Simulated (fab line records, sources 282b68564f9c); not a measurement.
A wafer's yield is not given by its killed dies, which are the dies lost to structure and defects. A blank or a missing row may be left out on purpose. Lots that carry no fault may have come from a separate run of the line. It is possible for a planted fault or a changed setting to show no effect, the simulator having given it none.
fab line records + flow rit_cmos
record
- lots=7
- wafers=21
- last_day=7
route steps=202 shown NLDD@105 PLDD@114
lots with no fault: from the same line, run without faults
start_h: the number of hours between the record's first day and the start of the first shown wafer of the lot + wait_h: time in hours since the lot's previous step + " the same as in the row above + L1.1+2: a single row standing in for several wafers + - either no value or no given start + * or withheld: withheld + < > ~ a bound
route shown NAME@n: NAME is a module with steps in the file, n the number in the route of the first one + usual: mean/standard deviation taken from wafers without a fault + same: alike in all rows + chamber/n: place in a boat + sites: the reading at each site + _std_site: the standard deviation of these + _edge_site: outer sites' mean less inner sites' + radius_mm: how far each site lies from the wafer's centre + mask NAME#n: copy n + behind: the tool/chamber that last shaped the wafer + hold: reason for holding the lot/hours on hold/outcome of the hold + device: the n, p or np transistor that did not switch + end of line: tests of these same wafers at the route's end + a step with no rows: only its recipe + killed: dies lost to structure and defects at the first sort, not the wafer's yield + map: the dies of a wafer, with x for killed, . for not killed, _ for no die there
set.NAME: the run value of the setting; set.NAME@STEP: its run value at that earlier step + model.NAME: the simulator's own value behind a step, which no gauge read
certain route steps with their lots: each step a table, each wafer a row
services: the hour from which a tool's chamber was out of use, counted from the record's first day as start_h (under 0 if before that day), plus the number of hours and why
## steps
# step RIT_NLDD_SOFTBAKE_02
# recipe
- resist=NOVOLAK
- temp_c=90
- time_s=60
# step RIT_NLDD_EXPOSE_03
# recipe
- mask_id=M7
- na=0.57
- target_cd_nm=40700
- dose_mj=250
# step RIT_NLDD_PEB_04
# recipe
- resist=NOVOLAK
- temp_c=withheld
- time_s=withheld
# step RIT_NLDD_DEVELOP_05
# recipe
- resist=NOVOLAK
- develop_time_s=50
- dev_temp_c=23
# step RIT_NLDD_OVL_MEAS_06
# usual
- NLDD_OVL=-0.3/2.2
| lot.wafer | tool       | chamber | start_h | wait_h | NLDD_OVL[nm] |
|-----------|------------|---------|---------|--------|--------------|
| L789.2    | overlay-01 | -       | 100.04  | -      | -1.2         |
| L789.4    | "          | -       | "       | "      | 1.1          |
| L789.6    | "          | -       | "       | "      | -0.2         |
| L792.2    | overlay-02 | -       | 114.91  | -      | -5.0         |
| L792.5    | "          | -       | "       | "      | -3.4         |
| L792.6    | "          | -       | "       | "      | -5.8         |
| L793.3    | overlay-02 | -       | 117.61  | -      | 1.4          |
| L793.4    | "          | -       | "       | "      | 3.4          |
| L793.6    | "          | -       | "       | "      | 1.5          |
| L794.2    | overlay-01 | -       | 123.27  | -      | -3.2         |
| L794.5    | "          | -       | "       | "      | -4.9         |
| L794.6    | "          | -       | "       | "      | -2.9         |
| L795.1    | overlay-02 | -       | 129.10  | -      | 3.3          |
| L795.3    | "          | -       | "       | "      | 2.4          |
| L795.6    | "          | -       | "       | "      | 2.5          |
| L800.3    | overlay-01 | -       | 153.30  | -      | 4.8          |
| L800.4    | "          | -       | "       | "      | 5.6          |
| L800.5    | "          | -       | "       | "      | 5.1          |
| L801.1    | overlay-01 | -       | 160.60  | -      | -2.3         |
| L801.5    | "          | -       | "       | "      | -0.4         |
| L801.6    | "          | -       | "       | "      | -0.6         |
# step RIT_NLDD_HARDBAKE_07
# recipe
- resist=NOVOLAK
- temp_c=140
- time_s=60
# step RIT_NLDD_IMPLANT_08
# recipe
- species=P
- energy_kev=20
- dose_cm2=5e+14
- tilt_deg=7
# step RIT_NLDD_STRIP_09
# recipe
- chemistry=O2
- time_s=180
- resist=NOVOLAK
- platen_temp_c=withheld
- power_w=500
- pressure_mtorr=4000
- o2_flow_sccm=4000
# usual
- drypump_motor_current_A=5.6/0.37
| lot.wafer | tool            | chamber | start_h | wait_h | drypump_motor_current_A | rf_hours_counter_h |
|-----------|-----------------|---------|---------|--------|-------------------------|--------------------|
| L789.2    | plasma_asher-03 | 0       | 100.37  | 0.1    | 5.2                     | 45                 |
| L789.4    | "               | 0       | "       | "      | 5.1                     | -                  |
| L789.6    | "               | 1       | "       | "      | 5.5                     | -                  |
| L792.2    | plasma_asher-04 | 0       | 115.24  | 0.1    | 6.1                     | 33                 |
| L792.5    | "               | 0       | "       | "      | 6.1                     | -                  |
| L792.6    | "               | 1       | "       | "      | 5.3                     | -                  |
| L793.3    | plasma_asher-01 | 0       | 118.21  | 0.1    | 5.9                     | -                  |
| L793.4    | "               | 1       | "       | "      | 5.8                     | -                  |
| L793.6    | "               | 1       | "       | "      | 5.8                     | -                  |
| L794.2    | plasma_asher-03 | 1       | 123.60  | 0.1    | 5.5                     | 48                 |
| L794.5    | "               | 0       | "       | "      | 5.1                     | -                  |
| L794.6    | "               | 1       | "       | "      | 5.5                     | -                  |
| L795.1    | plasma_asher-04 | 0       | 129.43  | 0.1    | 6.1                     | 35                 |
| L795.3    | "               | 0       | "       | "      | 6.1                     | -                  |
| L795.6    | "               | 1       | "       | "      | 5.3                     | -                  |
| L800.3    | plasma_asher-03 | 1       | 153.68  | 0.1    | 5.5                     | -                  |
| L800.4    | "               | 0       | "       | "      | 5.1                     | -                  |
| L800.5    | "               | 0       | "       | "      | 5.1                     | -                  |
| L801.1    | plasma_asher-01 | 0       | 160.94  | 0.1    | 5.9                     | 5                  |
| L801.5    | "               | 0       | "       | "      | 5.9                     | -                  |
| L801.6    | "               | 1       | "       | "      | 5.8                     | -                  |
# step RIT_NLDD_TW_MEAS_10
# usual
- NLDD_TW=2491/13
| lot.wafer | tool          | chamber | start_h | wait_h | NLDD_TW |
|-----------|---------------|---------|---------|--------|---------|
| L789.2    | film_metro-02 | -       | 100.56  | 0.1    | 2477    |
| L789.4    | "             | -       | "       | "      | 2480    |
| L789.6    | "             | -       | "       | "      | 2489    |
| L792.2    | film_metro-03 | -       | 115.43  | 0.1    | 2480    |
| L792.5    | "             | -       | "       | "      | 2470    |
| L792.6    | "             | -       | "       | "      | 2490    |
| L793.3    | film_metro-02 | -       | 118.35  | 0.1    | 2494    |
| L793.4    | "             | -       | "       | "      | 2490    |
| L793.6    | "             | -       | "       | "      | 2493    |
| L794.2    | film_metro-04 | -       | 123.79  | 0.1    | 2496    |
| L794.5    | "             | -       | "       | "      | 2494    |
| L794.6    | "             | -       | "       | "      | 2504    |
| L795.1    | film_metro-03 | -       | 129.61  | 0.1    | 2494    |
| L795.3    | "             | -       | "       | "      | 2487    |
| L795.6    | "             | -       | "       | "      | 2484    |
| L800.3    | film_metro-03 | -       | 153.82  | 0.1    | 2483    |
| L800.4    | "             | -       | "       | "      | 2492    |
| L800.5    | "             | -       | "       | "      | 2481    |
| L801.1    | film_metro-04 | -       | 161.11  | 0.1    | 2506    |
| L801.5    | "             | -       | "       | "      | 2516    |
| L801.6    | "             | -       | "       | "      | 2502    |
# step RIT_PLDD_HMDS_00
# recipe
- prime_time_s=60
- prime_temp_c=140
# step RIT_PLDD_COAT_01
# recipe
- resist=NOVOLAK
- spin_rpm=3250
- resist_thk_nm=1000
# step RIT_PLDD_SOFTBAKE_02
# recipe
- resist=NOVOLAK
- temp_c=90
- time_s=60
# step RIT_PLDD_EXPOSE_03
# recipe
- mask_id=M8
- na=0.57
- target_cd_nm=40900
- dose_mj=250
# usual
- exposure_dose_mJ_cm2=249.98/0.24
- focus_offset_nm=0.0/0.47
| lot.wafer | tool             | chamber | start_h | wait_h | mask | exposure_dose_mJ_cm2 | focus_offset_nm |
|-----------|------------------|---------|---------|--------|------|----------------------|-----------------|
| L789.2    | iline_stepper-02 | 0       | 101.07  | 0.1    | M8#0 | 249.72               | 0.2             |
| L789.4    | "                | 0       | "       | "      | M8#0 | 249.91               | -0.5            |
| L789.6    | "                | 0       | "       | "      | M8#0 | 250.00               | 0.5             |
| L792.2    | iline_stepper-02 | -       | 115.99  | 0.2    | M8#0 | -                    | -               |
| L792.5    | "                | -       | "       | "      | M8#0 | -                    | -               |
| L792.6    | "                | -       | "       | "      | M8#0 | -                    | -               |
| L793.3    | iline_stepper-01 | -       | 119.00  | 0.2    | M8#0 | -                    | -               |
| L793.4    | "                | -       | "       | "      | M8#0 | -                    | -               |
| L793.6    | "                | -       | "       | "      | M8#0 | -                    | -               |
| L794.2    | iline_stepper-01 | -       | 124.31  | 0.1    | M8#0 | -                    | -               |
| L794.5    | "                | -       | "       | "      | M8#0 | -                    | -               |
| L794.6    | "                | -       | "       | "      | M8#0 | -                    | -               |
| L795.1    | iline_stepper-01 | 0       | 130.14  | 0.2    | M8#0 | 250.18               | 0.2             |
| L795.3    | "                | 0       | "       | "      | M8#0 | 249.72               | 0.1             |
| L795.6    | "                | 0       | "       | "      | M8#0 | 249.94               | 0.4             |
| L800.3    | iline_stepper-02 | 0       | 154.50  | 0.1    | M8#0 | 249.86               | 0.7             |
| L800.4    | "                | 0       | "       | "      | M8#0 | 250.12               | 0.3             |
| L800.5    | "                | 0       | "       | "      | M8#0 | 249.95               | -0.8            |
| L801.1    | iline_stepper-02 | 0       | 161.64  | 0.1    | M8#0 | 250.17               | -0.1            |
| L801.5    | "                | 0       | "       | "      | M8#0 | 250.02               | 0.0             |
| L801.6    | "                | 0       | "       | "      | M8#0 | 249.86               | -0.5            |
# step RIT_PLDD_PEB_04
# recipe
- resist=NOVOLAK
- temp_c=withheld
- time_s=withheld
## services
| tool             | chamber | start_h | hours | kind        |
|------------------|---------|---------|-------|-------------|
| plasma_asher-01  | -       | 81.88   | 3.2   | repair      |
| iline_stepper-02 | -       | 102.30  | 0.7   | repair      |
| plasma_asher-01  | -       | 108.75  | 9.0   | pm          |
| plasma_asher-01  | 0       | 108.75  | 9.0   | vent_cycle  |
| plasma_asher-01  | 1       | 108.75  | 9.0   | vent_cycle  |
| plasma_asher-01  | -       | 110.76  | 0.7   | repair      |
| plasma_asher-01  | 0       | 117.75  | -     | clean       |
| plasma_asher-01  | 1       | 117.75  | -     | clean       |
| iline_stepper-01 | 0       | 155.08  | -     | calibration |
| iline_stepper-02 | -       | 156.60  | 1.7   | pm          |
| iline_stepper-01 | -       | 158.26  | 1.7   | pm          |
## key
first_sign
- step=RIT_PLDD_EXPOSE_03
- reading=tool_record
- direction=missing
effect none on later readings
met_at RIT_PLDD_EXPOSE_03
struck_wafers L792.2,L792.5,L792.6,L793.3,L793.4,L793.6,L794.2,L794.5,L794.6
sort_left_out L792.2,L792.5,L792.6,L793.3,L793.4,L793.6,L794.2,L794.5,L794.6
tester_left_out L792,L793,L794
onset_between 101.07 115.99
fault
- kind=skipped_step_whole
- tool=iline_stepper-01,iline_stepper-02
- chamber=-
- onset_h=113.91
- steps=RIT_PLDD_EXPOSE_03
- scope=struck_lots_only
# tester_left_out: of these lots the tester's yield and bins aren't shown, on N5 and GAA mostly nor the transistor test; their killed dies are dies lost to structure and defects alone, not to doping, threshold or leakage, so they don't give the yield
# sort_left_out: the simulated sort isn't trusted on such a fault, so these wafers' sort isn't shown, and their yield isn't known
